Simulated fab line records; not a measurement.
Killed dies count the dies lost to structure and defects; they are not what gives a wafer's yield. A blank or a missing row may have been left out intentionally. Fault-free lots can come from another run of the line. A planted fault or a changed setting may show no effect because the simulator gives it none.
fab line records | flow ritCmos
record lots=15 wafers=45 lastDay=7
route steps=202 shown NRETRO@61 M1@202
lots with no fault: from the same line, run without faults
startH: hours from the record's opening day to when the first of the lot's shown wafers began | waitH: hours since the lot's step before | " identical to the entry in the row above | L1.1+2: one row covering several wafers at once | - value missing, or start not given | * or withheld: withheld | < > ~ a bound
route shown NAME@n: NAME is a module with steps in the file, n the number in the route of the first one | usual: mean and standard deviation over wafers with no fault | same: alike in all rows | chamber/n: place in a boat | sites: per-site readings | _std_site: standard deviation of those values | _edge_site: mean of outer sites minus mean of inner sites | radiusMm: how far each site lies from the wafer's centre | mask NAME#n: copy n | behind: the tool/chamber that last shaped the wafer | hold: cause of the lot's hold/its duration in hours/its outcome | device: the n, p or np transistor that did not switch | end of line: at the end of the route, the tests of the same wafers | a step given without rows: its recipe and nothing more | killed: the dies lost at the first sort to structure and to defects; this is not the yield of the wafer | map: shows each die of a wafer: x if killed, . if not, _ if none is there
set.NAME: the run value of the setting; set.NAME@STEP: its run value at that earlier step | model.NAME: the simulator's own value behind a step, which no gauge read
route steps across a sampled set of lots; one table per step, one row per wafer
services: from which hour (startH, from the record's first day; less than 0 if before it) a tool's chamber was out of use, for how many hours, and why
## steps
# step RIT_NRETRO_IMPLANT_08
# recipe species=P energyKev=70 doseCm2=1e+13 tiltDeg=7
# same implantIonAmu=31
# columns lot.wafer tool chamber startH waitH
L919.1+3+6 implanter-04 0 34.54 0.2
L920.1+2+6 implanter-01 0 39.99 0.2
L921.2+3+5 implanter-04 0 45.90 0.2
L922.1+4+6 implanter-04 0 49.93 0.2
L923.3+4+5 implanter-04 0 54.91 0.2
L924.2+5+6 implanter-02 0 58.99 0.2
L925.1+3+4 implanter-02 0 65.65 0.2
L927.2+4+6 implanter-01 0 76.18 0.2
L928.3+4+6 implanter-02 0 79.44 0.2
L929.4+5+6 implanter-02 0 84.84 0.2
L929.4+5+6 implanter-02 0 85.15 0.3
L930.3+4+5 implanter-04 0 90.29 0.2
L930.3+4+5 implanter-04 0 90.61 0.3
L931.2+3+5 implanter-01 0 94.98 0.2
L934.3+4+5 implanter-04 0 110.99 0.2
L934.3+4+5 implanter-04 0 111.31 0.3
L939.2+4+6 implanter-01 0 135.73 0.2
L940.2+3+6 implanter-02 0 142.52 0.2
# step RIT_NRETRO_TW_MEAS_10
# usual NRETRO_TW=1046/6.4
# columns lot.wafer tool chamber startH waitH NRETRO_TW
L919.1 filmMetro-01 - 34.87 0.1 1039
L919.3 " - " " 1040
L919.6 " - " " 1041
L920.1 filmMetro-01 - 40.32 0.1 1043
L920.2 " - " " 1039
L920.6 " - " " 1042
L921.2 filmMetro-02 - 46.21 0.1 1053
L921.3 " - " " 1059
L921.5 " - " " 1057
L922.1 filmMetro-01 - 50.26 0.1 1047
L922.4 " - " " 1037
L922.6 " - " " 1036
L923.3 filmMetro-03 - 55.20 0.1 1040
L923.4 " - " " 1040
L923.5 " - " " 1042
L924.2 filmMetro-01 - 59.30 0.1 1038
L924.5 " - " " 1044
L924.6 " - " " 1035
L925.1 filmMetro-01 - 65.97 0.1 1034
L925.3 " - " " 1046
L925.4 " - " " 1041
L927.2 filmMetro-03 - 76.49 0.1 1045
L927.4 " - " " 1051
L927.6 " - " " 1047
L928.3 filmMetro-01 - 79.74 0.1 1047
L928.4 " - " " 1048
L928.6 " - " " 1047
L929.4 filmMetro-03 - 85.43 0.1 1308
L929.5 " - " " 1307
L929.6 " - " " 1299
L930.3 filmMetro-02 - 90.91 0.1 1305
L930.4 " - " " 1308
L930.5 " - " " 1319
L931.2 filmMetro-01 - 95.29 0.1 1052
L931.3 " - " " 1047
L931.5 " - " " 1042
L934.3 filmMetro-02 - 111.60 0.1 1317
L934.4 " - " " 1314
L934.5 " - " " 1314
L939.2 filmMetro-01 - 136.04 0.1 1044
L939.4 " - " " 1045
L939.6 " - " " 1046
L940.2 filmMetro-02 - 142.83 0.1 1059
L940.3 " - " " 1058
L940.6 " - " " 1055
# step RIT_M1_PROBE_99
# usual killed_at_M0_to_M3=0.0/0.083 killedAtContacts=0.1/0.31 killedAtFrontEnd=6.3/3 killedDies=6.4/3 killedOpen=3/1.9 killedShort=3.4/1.9
# same grossDies=264 killed_at_M4_up=0 killedAtBackSide=0 killedAtOther=0
# columns lot.wafer tool chamber startH waitH killed_at_M0_to_M3 killedAtContacts killedAtFrontEnd killedDies killedOpen killedShort
L921.2 prober-02 - 73.60 0.1 0 0 3 3 2 1
L921.3 prober-02 - 73.65 0.2 0 0 8 8 4 4
L921.5 prober-02 - 73.75 0.2 0 0 6 6 1 5
L927.2 prober-02 - 104.21 0.1 0 0 3 3 1 2
L927.4 prober-02 - 104.31 0.2 0 0 3 3 3 0
L927.6 prober-02 - 104.41 0.2 0 0 4 4 1 3
L928.3 prober-01 - 107.32 0.2 0 0 8 8 4 4
L928.4 prober-01 - 107.37 0.2 0 0 11 11 5 6
L928.6 prober-01 - 107.47 0.2 0 0 10 10 4 6
L939.2 prober-02 - 171.04 0.1 0 0 4 4 2 2
L939.4 prober-02 - 171.14 0.2 0 0 5 5 3 2
L939.6 prober-02 - 171.24 0.2 0 0 4 4 2 2
# killed by level:class
L921.2 FOX1:geometricParticle:open=2 SPACER:geometricParticle:short=1
L921.3 FOX1:geometricParticle:short=2 GATE:geometricParticle:open=2 ACTIVE:geometricParticle:open=1 FOX2:geometricParticle:open=1 FOX2:geometricParticle:short=1 SPACER:geometricParticle:short=1
L921.5 FOX1:geometricParticle:short=2 FOX2:geometricParticle:short=1 GATE:geometricParticle:short=1 SPACER:geometricParticle:open=1 SILICIDE:geometricParticle:short=1
L927.2 REOX:geometricParticle:short=1 REOX:geometricParticle:open=1 SPACER:geometricParticle:short=1
L927.4 SPACER:geometricParticle:open=2 FOX1:geometricParticle:open=1
L927.6 SPACER:geometricParticle:short=2 GATE:geometricParticle:open=1 GATE:geometricParticle:short=1
L928.3 FOX2:geometricParticle:short=2 FOX1:geometricParticle:short=1 FOX2:geometricParticle:open=1 GATE:geometricParticle:short=1 GATE:geometricParticle:open=1 REOX:geometricParticle:open=1 SPACER:geometricParticle:open=1
L928.4 GATE:geometricParticle:open=2 REOX:geometricParticle:short=2 SILICIDE:geometricParticle:short=2 FOX1:geometricParticle:open=1 FOX2:geometricParticle:short=1 REOX:geometricParticle:open=1 SPACER:geometricParticle:short=1 SPACER:geometricParticle:open=1
L928.6 GATE:geometricParticle:open=3 FOX2:geometricParticle:short=2 GATE:geometricParticle:short=2 REOX:geometricParticle:open=1 SPACER:geometricParticle:short=1 SILICIDE:geometricParticle:short=1
L939.2 GATE:geometricParticle:short=2 GATE:geometricParticle:open=1 REOX:geometricParticle:open=1
L939.4 REOX:geometricParticle:short=2 GATE:geometricParticle:open=1 REOX:geometricParticle:open=1 SPACER:geometricParticle:open=1
L939.6 FOX1:geometricParticle:open=1 GATE:geometricParticle:short=1 REOX:geometricParticle:short=1 SPACER:geometricParticle:open=1
## services
# columns tool chamber startH hours kind
implanter-02 - 25.65 5.0 repair
implanter-01 - 84.03 5.1 pm
implanter-02 - 89.52 1.8 repair
implanter-01 - 122.18 1.9 repair
implanter-02 - 133.10 3.3 repair
## key
firstSign step=RIT_NRETRO_IMPLANT_08 reading=visit direction=added
effect step=RIT_NRETRO_TW_MEAS_10 reading=NRETRO_TW direction=up sigmas=41 usual=1046 struck=1310
metAt RIT_NRETRO_IMPLANT_08
struckLots L929,L930,L934
testerLeftOut L929,L930,L934
fault kind=repeatedStepWhole tool=implanter-01,implanter-02,implanter-04 chamber=- onsetH=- steps=RIT_NRETRO_IMPLANT_08 times=1 scope=struckLotsOnly
# testerLeftOut: of these lots the tester's yield and bins aren't shown, on N5 and GAA mostly nor the transistor test; their killed dies are dies lost to structure and defects alone, not to doping, threshold or leakage, so they don't give the yield
